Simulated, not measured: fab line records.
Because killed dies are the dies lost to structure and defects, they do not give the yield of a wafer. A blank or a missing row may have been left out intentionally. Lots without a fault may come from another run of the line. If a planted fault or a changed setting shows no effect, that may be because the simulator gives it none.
A lot that was struck, set against a sound lot :: flow rit-cmos :: 14 out of 202 route steps
Sound: wafers L770.2, L770.5, L770.6. Struck: wafer L774.1 (L774.2, L774.6, from the same lot, were not struck and are left out); the cause is given at the end.
Each step with rows lists, per side, the tool, then ch with its chambers, then its first start. Under that, the readings that differ: sound wafers :: struck wafers :: difference of the means :: sigmas: that difference in standard deviations of wafers without a fault.
alike: readings whose means differ by less than 2 such deviations, and words and numbers that are the same on both sides. not compared: withheld readings, readings that some wafer has no value for, bounds like >300 that may hide the same value, and numbers for which the record gives no deviation and whose values overlap.
A row with sigmas, a row that says differs or no value, or rows on one side alone: a step with any of these is where the two part. Numbers that have no deviation but don't overlap get no sigmas and don't part them. A reading missing from all wafers of one side parts the sides only when that side holds two or more wafers.

RIT_SILICIDE_RTA_06: time 10 s, ramp up 5 s, ramp down 10 s.
  sound on rtp-anneal-01 ch 0, day 4 23:38; struck on rtp-anneal-01 ch 0, day 5 19:19
  alike: wafer_temp_C_max
RIT_CONTACT_CVD_00: deposits SiO2 from TEOS, target thk 400 nm, time 61 s.
  sound on pecvd-01 ch 0,1, day 4 23:41; struck on pecvd-04 ch 0, day 5 19:22
  alike: heater-power-w
RIT_CONTACT_THK_MEAS_01:
  sound: film-metro-01 at day 4 23:45; struck: film-metro-01 at day 5 19:25
  alike: CONTACT_TEOS_THK
then, 6 steps without rows for these wafers: RIT_CONTACT_HMDS_02 (prime time 60 s); RIT_CONTACT_COAT_03 (resist thk 1000 nm); RIT_CONTACT_SOFTBAKE_04 (time 60 s); RIT_CONTACT_EXPOSE_05 (exposes mask M11, target cd 1000 nm); RIT_CONTACT_PEB_06; RIT_CONTACT_DEVELOP_07 (develop time 120 s).
RIT_CONTACT_CD_MEAS_08: the cd target is 1000 nm.
  sound: cd-sem-02 at day 5 00:47; struck: cd-sem-02 at day 5 20:28
  alike: cd-nm
RIT_CONTACT_OVL_MEAS_09:
  sound: overlay-01 at day 5 00:53; struck: overlay-01 at day 5 20:35
  alike: CONTACT_OVL
then, 1 step without rows for these wafers: RIT_CONTACT_HARDBAKE_10 (time 60 s).
RIT_CONTACT_ETCH_11: etches SiO2 in CHF3/CF4/Ar, stops on TiSi2, target depth 480 nm, time 320 s.
  sound on rie-diel-02 ch 1,2,3, day 5 01:04; struck on rie-diel-01 ch 1, day 5 20:47
reading: oes-product-au (a.u.)
sound: 0.989 1.016 0.973
struck: 0.967
difference: -0.026
sigmas: -2

reading: model.CONTACT.feature-depth-nm (nm)
sound: 395.6 394.8 402.6
struck: 364.4
difference: -33.3
sigmas: 

reading: model.etch.depth-nm (nm)
sound: 395.6 394.8 402.6
struck: 364.4
difference: -33.3
sigmas: 

reading: model.NOVOLAK_of_CONTACT_COAT_03.thk-nm (nm)
sound: 769.5 770 769.5
struck: 794.9
difference: +25.2
sigmas: 
  alike: drypump-motor-current-A, throttle-valve-pct
  not compared: rf-hours-counter-h
RIT_CONTACT_STRIP_12: strips in O2, time 180 s.
  sound on plasma-asher-01 ch 0,1, day 5 01:16; struck on plasma-asher-02 ch 0, day 5 20:58
  alike: drypump-motor-current-A
  not compared: rf-hours-counter-h

## WHERE THEY PART
Only at RIT_CONTACT_ETCH_11, as far as this record shows. Later steps at which nothing parts them and some readings are alike: RIT_CONTACT_STRIP_12.

WHY: what the simulator had put in
rie-diel-01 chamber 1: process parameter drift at RIT_CONTACT_ETCH_11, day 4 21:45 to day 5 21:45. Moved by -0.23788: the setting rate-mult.
